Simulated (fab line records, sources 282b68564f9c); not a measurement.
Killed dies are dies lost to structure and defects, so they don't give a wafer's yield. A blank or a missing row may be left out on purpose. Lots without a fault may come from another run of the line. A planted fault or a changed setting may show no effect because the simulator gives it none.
fab line records | flow rit_cmos
record lots=5 wafers=23
route steps=202 shown M1@200
start_h: hours from the record's first day to the start of the lot's first wafer shown | wait_h: hours since the lot's step before | " the same as in the row above | L1.1+2: a row that stands for several wafers | - no value, or no start given | * or withheld: withheld | < > ~ a bound
route shown NAME@n: a module of which the file shows steps, and the number in the route of the first | usual: mean/standard deviation of fault-free wafers | same: alike in all rows | chamber/n: place in a boat | sites: the reading at each site | _std_site: their standard deviation | _edge_site: outer sites' mean less inner sites' | radius_mm: how far each site lies from the wafer's centre | mask NAME#n: copy n | behind: the tool/chamber that last shaped the wafer | hold: why the lot was held/for how many hours/how that ended | device: the transistor (n, p or np) that didn't switch | end of line: the same wafers' tests at the end of the route | a step without rows: its recipe alone | killed: dies lost to structure and defects at the first sort, not the wafer's yield | map: a wafer's dies, x killed, . not, _ none there
set.NAME: the setting as run; set.NAME@STEP: as run at that earlier step | model.NAME: the simulator's own value behind a step, which no gauge read
lots whose settings were changed on purpose; a table a step, a row a wafer
## steps
# step RIT_M1_ANNEAL_15
# recipe temp_c=450 time_s=1800 ambient=forming_gas_H2N2
# columns lot.wafer tool chamber start_h wait_h set.time_s
L074.1+2+3+5+6 - - - 0.1 1718
L078.1+2+4+5+6 - - - 0.1 1582
L080.1+2+3+4+6 - - - 0.1 1622
L082.2+3+5 furnace-02 0 122.64 0.1 1800
L084.1+2+3+5+6 - - - 0.1 1640
# step RIT_M1_PROBE_99
# usual killed_at_contacts=0.1/0.28 killed_at_front_end=5.9/2.9 killed_dies=6.0/2.9 killed_open=2.9/1.8 killed_short=3.1/1.9
# same gross_dies=264 killed_at_M0_to_M3=0 killed_at_M4_up=0 killed_at_back_side=0 killed_at_other=0
# columns lot.wafer tool chamber start_h wait_h set.temp_c@FOX1_OXIDATION_00 set.ox_time_s@GATE_OXIDATION_05 set.dose_mj@GATE_EXPOSE_13 set.temp_c@REOX_OXIDATION_03 killed_at_contacts killed_at_front_end killed_dies killed_open killed_short model.etest.pmos_turned.r_on_ohm_um model.etest.pmos_0p3.r_on_ohm_um model.etest.pldd.width_nm model.etest.nldd.width_nm model.etest.pmos_0p15.r_on_ohm_um model.etest.pldd.rs_ohm_sq
L074.1 prober-01 - 68.79 0.1 1073 242.3 380 900 0 2 2 0 2 3203 5842 3229 3242 2540 491.1
L074.2 prober-01 - 68.84 0.1 1073 242.3 380 900 1 7 8 3 5 3228 5865 3223 3223 2586 486.1
L074.3 prober-01 - 68.89 0.2 1073 242.3 380 900 0 9 9 6 3 3306 5896 3253 3242 2591 511.7
L074.5 prober-01 - 68.99 0.2 1073 242.3 380 900 0 2 2 2 0 3207 5884 3224 3213 2550 484.4
L074.6 prober-01 - 69.04 0.2 1073 242.3 380 900 0 3 3 0 3 3289 5956 3205 3236 2602 515.5
L078.1 prober-01 - 108.84 0.1 1132 229.6 380 882.9 0 6 6 1 4 2749 5276 3077 3065 2265 343.5
L078.2 prober-01 - 108.89 0.1 1132 229.6 380 882.9 0 4 4 2 2 2718 5307 3089 3073 2265 340
L078.4 prober-01 - 108.99 0.2 1132 229.6 380 882.9 0 5 5 3 2 2728 5229 3092 3095 2260 354.3
L078.5 prober-01 - 109.04 0.2 1132 229.6 380 882.9 0 7 7 3 4 2799 5320 3088 3089 2324 354.9
L078.6 prober-01 - 109.09 0.2 1132 229.6 380 882.9 0 4 4 3 1 2759 5283 3065 3088 2297 346.6
L080.1 prober-02 - 116.55 0.1 1111 290.3 380 911.4 0 3 3 1 2 4298 6931 3145 3154 3196 685.4
L080.2 prober-02 - 116.60 0.1 1111 290.3 400.6 911.4 0 213 213 0 6 3427 6562 3136 3140 2411 657.5
L080.3 prober-02 - 116.65 0.2 1111 290.3 400.6 911.4 0 163 163 2 2 3702 6641 3142 3124 2524 717.3
L080.4 prober-02 - 116.70 0.2 1111 290.3 380 911.4 0 7 7 4 2 4260 6975 3137 3160 3205 673.7
L080.6 prober-02 - 116.80 0.2 1111 290.3 380 911.4 0 10 10 4 6 4300 6970 3134 3138 3226 713.4
L082.2 prober-01 - 124.31 0.1 1100 270 380 900 0 6 6 5 1 3390 6264 3183 3176 2711 478.8
L082.3 prober-01 - 124.36 0.2 1100 270 380 900 1 11 12 4 8 3433 6176 3179 3190 2738 473.1
L082.5 prober-01 - 124.46 0.2 1100 270 380 900 0 6 6 2 4 3404 6307 3182 3170 2753 465.7
L084.1 prober-02 - 134.44 0.1 1114 291.8 380 900 0 8 8 5 3 3693 6692 3122 3123 2949 505.9
L084.2 prober-02 - 134.49 0.1 1114 291.8 354.3 900 0 227 227 4 3 4600 7234 3116 3096 3852 501.1
L084.3 prober-02 - 134.54 0.2 1114 291.8 380 900 0 5 5 2 3 3674 6743 3096 3114 2938 502.1
L084.5 prober-02 - 134.64 0.2 1114 291.8 354.3 900 0 225 225 3 4 4636 7181 3135 3129 3875 506.9
L084.6 prober-02 - 134.69 0.2 1114 291.8 380 900 0 5 5 2 3 3740 6871 3164 3155 3008 499.7
# killed by level:class
L074.1 FOX2:geometric_particle:short=1 GATE:geometric_particle:short=1
L074.2 REOX:geometric_particle:short=2 SPACER:geometric_particle:open=2 FOX1:geometric_particle:short=1 FOX2:geometric_particle:short=1 GATE:geometric_particle:short=1 CONTACT:geometric_particle:open=1
L074.3 GATE:geometric_particle:open=5 GATE:geometric_particle:short=1 SPACER:geometric_particle:open=1 SPACER:geometric_particle:short=1 SILICIDE:geometric_particle:short=1
L074.5 SPACER:geometric_particle:open=2
L074.6 FOX1:geometric_particle:short=2 SILICIDE:geometric_particle:short=1
L078.1 GATE:geometric_particle:short=2 SILICIDE:geometric_particle:short=2 SPACER:geometric_particle:open=1 NWELL:coat_microbubble_printed=1
L078.2 FOX2:geometric_particle:open=1 GATE:geometric_particle:open=1 SPACER:geometric_particle:short=1 SILICIDE:geometric_particle:short=1
L078.4 FOX2:geometric_particle:open=1 GATE:geometric_particle:open=1 GATE:geometric_particle:short=1 SILICIDE:geometric_particle:open=1 SILICIDE:geometric_particle:short=1
L078.5 GATE:geometric_particle:short=4 SILICIDE:geometric_particle:open=2 FOX1:geometric_particle:open=1
L078.6 FOX2:geometric_particle:open=2 FOX1:geometric_particle:open=1 SILICIDE:geometric_particle:short=1
L080.1 GATE:geometric_particle:short=1 SPACER:geometric_particle:open=1 SILICIDE:geometric_particle:short=1
L080.2 GATE:area_expose=207 GATE:geometric_particle:short=3 SILICIDE:geometric_particle:short=2 FOX1:geometric_particle:short=1
L080.3 GATE:area_expose=159 GATE:geometric_particle:short=2 SILICIDE:geometric_particle:open=2
L080.4 GATE:geometric_particle:open=2 FOX1:geometric_particle:short=1 FOX2:geometric_particle:open=1 NWELL:coat_microbubble_printed=1 SPACER:geometric_particle:short=1 SPACER:geometric_particle:open=1
L080.6 GATE:geometric_particle:short=4 GATE:geometric_particle:open=2 SILICIDE:geometric_particle:open=2 SPACER:geometric_particle:short=1 SILICIDE:geometric_particle:short=1
L082.2 FOX2:geometric_particle:open=3 FOX1:geometric_particle:open=1 GATE:geometric_particle:open=1 GATE:geometric_particle:short=1
L082.3 GATE:geometric_particle:short=4 GATE:geometric_particle:open=2 FOX1:geometric_particle:short=1 FOX2:geometric_particle:open=1 REOX:geometric_particle:short=1 SPACER:geometric_particle:short=1 SILICIDE:geometric_particle:short=1 CONTACT:geometric_particle:open=1
L082.5 FOX1:geometric_particle:short=2 GATE:geometric_particle:open=1 GATE:geometric_particle:short=1 SPACER:geometric_particle:open=1 SPACER:geometric_particle:short=1
L084.1 FOX1:geometric_particle:open=2 FOX1:geometric_particle:short=2 GATE:geometric_particle:open=1 SPACER:geometric_particle:open=1 SPACER:geometric_particle:short=1 SILICIDE:geometric_particle:open=1
L084.2 GATE:area_expose=220 FOX1:geometric_particle:open=3 GATE:geometric_particle:short=2 FOX1:geometric_particle:short=1 GATE:geometric_particle:open=1
L084.3 GATE:geometric_particle:short=2 GATE:geometric_particle:open=1 SILICIDE:geometric_particle:open=1 SILICIDE:geometric_particle:short=1
L084.5 GATE:area_expose=218 GATE:geometric_particle:open=3 FOX1:geometric_particle:short=2 GATE:geometric_particle:short=2
L084.6 ACTIVE:geometric_particle:short=1 FOX1:geometric_particle:short=1 GATE:geometric_particle:short=1 REOX:geometric_particle:open=1 SILICIDE:geometric_particle:open=1
## key
split step=RIT_M1_ANNEAL_15 setting=time_s stated=1800 by=lot
response none clear
split outside_this_file step=RIT_FOX1_OXIDATION_00 setting=temp_c
split outside_this_file step=RIT_GATE_OXIDATION_05 setting=ox_time_s
split outside_this_file step=RIT_GATE_EXPOSE_13 setting=dose_mj
split outside_this_file step=RIT_REOX_OXIDATION_03 setting=temp_c
# split outside_this_file: this setting was split too, and the file shows its column; the key of that split is in another file
